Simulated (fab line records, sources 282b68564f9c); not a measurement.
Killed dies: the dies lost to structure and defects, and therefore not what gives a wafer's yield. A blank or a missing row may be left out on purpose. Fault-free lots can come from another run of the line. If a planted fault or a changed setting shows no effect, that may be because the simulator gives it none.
Which tool did it? + flow rit-cmos + Sampling: 14 lots, 42 wafers, 2 of 202 route steps

WHAT THE GAUGES SHOWED, per wafer
The record lacks any reading of a measuring or inspecting step that a usual standard deviation could be used to judge.

WHAT TOOL EACH LOT RAN ON (gives the tool, then ch and the chambers of the sampled wafers, and finally the start)
| lot  | RIT_NSD_DEVELOP_05               | RIT_M1_PROBE_99        |
|------|----------------------------------|------------------------|
| L921 | litho-track-02 ch 0, day 3 03:00 | -                      |
| L922 | litho-track-04 ch 0, day 3 07:00 | prober-01, day 3 17:34 |
| L923 | litho-track-04 ch 0, day 3 11:00 | -                      |
| L924 | litho-track-04 ch 0, day 3 17:00 | -                      |
| L926 | litho-track-04 ch 0, day 4 02:00 | prober-01, day 4 12:31 |
| L928 | litho-track-04 ch 0, day 4 14:00 | prober-01, day 5 00:22 |
| L929 | litho-track-04 ch 0, day 4 16:00 | prober-02, day 5 02:46 |
| L933 | litho-track-02 ch 0, day 5 12:00 | prober-02, day 5 23:40 |
| L935 | litho-track-03 ch 0, day 5 22:00 | prober-02, day 6 08:09 |
| L937 | litho-track-02 ch 0, day 6 08:00 | -                      |
| L938 | litho-track-02 ch 0, day 6 12:00 | -                      |
| L941 | litho-track-03 ch 0, day 7 03:00 | -                      |
| L942 | litho-track-03 ch 0, day 7 08:00 | prober-01, day 7 18:23 |
| L943 | litho-track-03 ch 0, day 7 13:00 | -                      |
- RIT_NSD_DEVELOP_05: develop time 50 s.
- RIT_M1_PROBE_99

WHAT THE TOOLS THEMSELVES READ (means of the sampled wafers that have a number; where no wafer has one, the mark that the record gives instead)
RIT_NSD_DEVELOP_05.
| lot  | tool           | developer-temp-C (C) |
|------|----------------|----------------------|
| L921 | litho-track-02 | 22.98                |
| L922 | litho-track-04 | 23.11                |
| L923 | litho-track-04 | 22.97                |
| L924 | litho-track-04 | 23.02                |
| L926 | litho-track-04 | 23.05                |
| L928 | litho-track-04 | 21.98                |
| L929 | litho-track-04 | 22.14                |
| L933 | litho-track-02 | 23.06                |
| L935 | litho-track-03 | 22.91                |
| L937 | litho-track-02 | 23.18                |
| L938 | litho-track-02 | 22.93                |
| L941 | litho-track-03 | 22.89                |
| L942 | litho-track-03 | 23.08                |
| L943 | litho-track-03 | 23.04                |

RIT_M1_PROBE_99.
| lot  | tool      | killed_at_M0_to_M3 | killed-at-contacts | killed-at-front-end | killed-dies | killed-open | killed-short |
|------|-----------|--------------------|--------------------|---------------------|-------------|-------------|--------------|
| L922 | prober-01 | 0.0                | 0.0                | 5                   | 5           | 2.0         | 2.7          |
| L926 | prober-01 | 0.0                | 0.0                | 8                   | 8           | 4.3         | 3.7          |
| L928 | prober-01 | 0.0                | 0.0                | 9                   | 9           | 3.3         | 5.3          |
| L929 | prober-02 | 0.0                | 0.0                | 5                   | 5           | 2.3         | 2.7          |
| L933 | prober-02 | 0.3                | 0.0                | 7                   | 7           | 3.7         | 3.3          |
| L935 | prober-02 | 0.0                | 0.0                | 2                   | 2           | 1.7         | 0.3          |
| L942 | prober-01 | 0.0                | 0.3                | 5                   | 6           | 3.0         | 2.7          |

THE ANSWER, worked out from the rows above alone
Rule: usual is defined by the lots themselves. The widest of any qualifying gaps counts: lots, ordered by their means at a reading, are off when they make up no more than a third of the lots, leave a main group of 4 or more, and stand apart from it by 3 or more times the standard deviation of that group's means. If all means in a main group match to the digits the tables above print for the reading, that group is not used. Also off: a lot with no number at a reading for which 4 or more lots have one. Where the step has rows for the other lots, those lots are counted as sound. First the gauges in route order, then the tools' own readings, where a lot's mean is used as printed above. The first step at which some lot is off is used, and at that step the reading that is off furthest; a lot without a number counts as furthest.
Off: L928, L929 (RIT_NSD_DEVELOP_05, developer-temp-C). Mean 23.02 C and standard deviation 0.082 in the main group.
A tool fits if, at that step or a process step before it, it ran every lot that is off, and no sound lot after the first of them. One candidate fits, namely litho-track-04 at RIT_NSD_DEVELOP_05. Its last sound lot is L926 (day 4 02:00), its first lot that is off L928 (day 4 14:00): a fault that began between those two fits.
The tool's own readings at RIT_NSD_DEVELOP_05 bear it out: on the lots that are off they differ by more than 5 times the standard deviation of the sound lots' means. developer-temp-C reads 22.06 C there against 23.02 C on the sound lots.

WHAT WAS PUT IN BY THE SIMULATOR
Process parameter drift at RIT_NSD_DEVELOP_05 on litho-track-04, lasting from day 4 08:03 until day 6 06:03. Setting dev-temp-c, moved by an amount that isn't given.
Struck lots among those shown: L928, L929. The rule above reached the same finding.
